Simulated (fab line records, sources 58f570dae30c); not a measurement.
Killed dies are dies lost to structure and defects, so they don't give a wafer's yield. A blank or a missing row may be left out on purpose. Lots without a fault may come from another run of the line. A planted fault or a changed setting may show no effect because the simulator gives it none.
fab line records | flow berkeley_cmos170
record lots=14 wafers=42 last_day=11
route steps=331 shown SPACER@173
lots that met no fault: from a run of the same line without faults
start_h: hours from the record's first day to the start of the lot's first wafer shown | wait_h: hours since the lot's step before | " the same as in the row above | L1.1+2: a row that stands for several wafers | - no value, or no start given | * or withheld: withheld | < > ~ a bound
route shown NAME@n: a module of which the file shows steps, and the number in the route of the first | usual: mean/standard deviation of fault-free wafers | same: alike in all rows | chamber/n: place in a boat | sites: the reading at each site | _std_site: their standard deviation | _edge_site: outer sites' mean less inner sites' | radius_mm: how far each site lies from the wafer's centre | mask NAME#n: copy n | behind: the tool/chamber that last shaped the wafer | hold: why the lot was held/for how many hours/how that ended | device: the transistor (n, p or np) that didn't switch | end of line: the same wafers' tests at the end of the route | a step without rows: its recipe alone | killed: dies lost to structure and defects at the first sort, not the wafer's yield | map: a wafer's dies, x killed, . not, _ none there
set.NAME: the setting as run; set.NAME@STEP: as run at that earlier step | model.NAME: the simulator's own value behind a step, which no gauge read
steps of the route over a sample of lots; a table a step, a row a wafer
services: from which hour (start_h, from the record's first day; less than 0 if before it) a tool's chamber was out of use, for how many hours, and why
## steps
# step UCB170_SPACER_ANNEAL_02
# recipe temp_c=900 time_s=1800 ambient=N2
# usual spike_tc_centre_C=902.9/0.95 spike_tc_load_C=925/3.1
# columns lot.wafer tool chamber start_h wait_h spike_tc_centre_C spike_tc_load_C
L406.3 furnace-01 0 143.70 1.9 902.3 924
L406.4 " 0 " " 903.0 923
L406.5 " 0 " " 903.7 922
L409.1 furnace-03 0 145.74 1.6 902.5 930
L409.2 " 0 " " 903.6 930
L409.4 " 0 " " 902.6 929
L412.2 furnace-03 0 153.92 0.3 903.0 928
L412.3 " 0 " " 903.9 929
L412.6 " 0 " " 902.2 930
L413.1 furnace-01 0 169.22 2.4 902.9 925
L413.3 " 0 " " 904.3 924
L413.4 " 0 " " 901.5 924
L414.1 furnace-01 0 169.22 2.2 902.2 924
L414.2 " 0 " " 903.8 923
L414.6 " 0 " " 902.7 924
L416.3 furnace-01 0 178.92 2.1 905.1 924
L416.5 " 0 " " 903.0 923
L416.6 " 0 " " 902.4 923
L420.4 furnace-01 - 207.10 3.2 - -
L420.5 " - " " - -
L420.6 " - " " - -
L421.3 furnace-01 - 207.10 2.6 - -
L421.4 " - " " - -
L421.5 " - " " - -
L422.3 furnace-01 0 218.87 2.1 902.5 922
L422.4 " 0 " " 902.3 925
L422.5 " 0 " " 902.3 924
L423.1 furnace-04 0 230.90 3.8 900.8 921
L423.4 " 0 " " 901.7 921
L423.5 " 0 " " 902.9 920
L424.2 furnace-04 0 230.90 3.5 902.5 920
L424.4 " 0 " " 904.5 922
L424.5 " 0 " " 901.8 921
L425.2 furnace-04 0 230.90 0.4 901.8 921
L425.4 " 0 " " 903.7 921
L425.6 " 0 " " 901.6 922
L426.3 furnace-01 0 238.74 3.6 902.9 925
L426.4 " 0 " " 901.5 923
L426.6 " 0 " " 904.3 924
L427.1 furnace-01 0 238.74 3.2 904.2 924
L427.2 " 0 " " 902.6 924
L427.5 " 0 " " 904.5 923
## services
# columns tool chamber start_h hours kind
furnace-01 - 223.29 3.7 pm
## key
first_sign step=UCB170_SPACER_ANNEAL_02 reading=tool_record direction=missing
effect none on later readings
met_at UCB170_SPACER_ANNEAL_02
struck_lots L420,L421
later_rows_left_out L420.4,L420.5,L420.6,L421.3,L421.4,L421.5
sort_left_out L420.4,L420.5,L420.6,L421.3,L421.4,L421.5
tester_left_out L420,L421
onset_between 178.92 207.10
fault kind=skipped_step_whole tool=furnace-01 chamber=- onset_h=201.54 steps=UCB170_SPACER_ANNEAL_02 scope=struck_lots_only
# tester_left_out: of these lots the tester's yield and bins aren't shown, on N5 and GAA mostly nor the transistor test; their killed dies are dies lost to structure and defects alone, not to doping, threshold or leakage, so they don't give the yield
# sort_left_out: the simulated sort isn't trusted on such a fault, so these wafers' sort isn't shown, and their yield isn't known
# later_rows_left_out: the simulator's readings of these wafers behind a module that went badly wrong aren't trusted and aren't shown, but for the sort
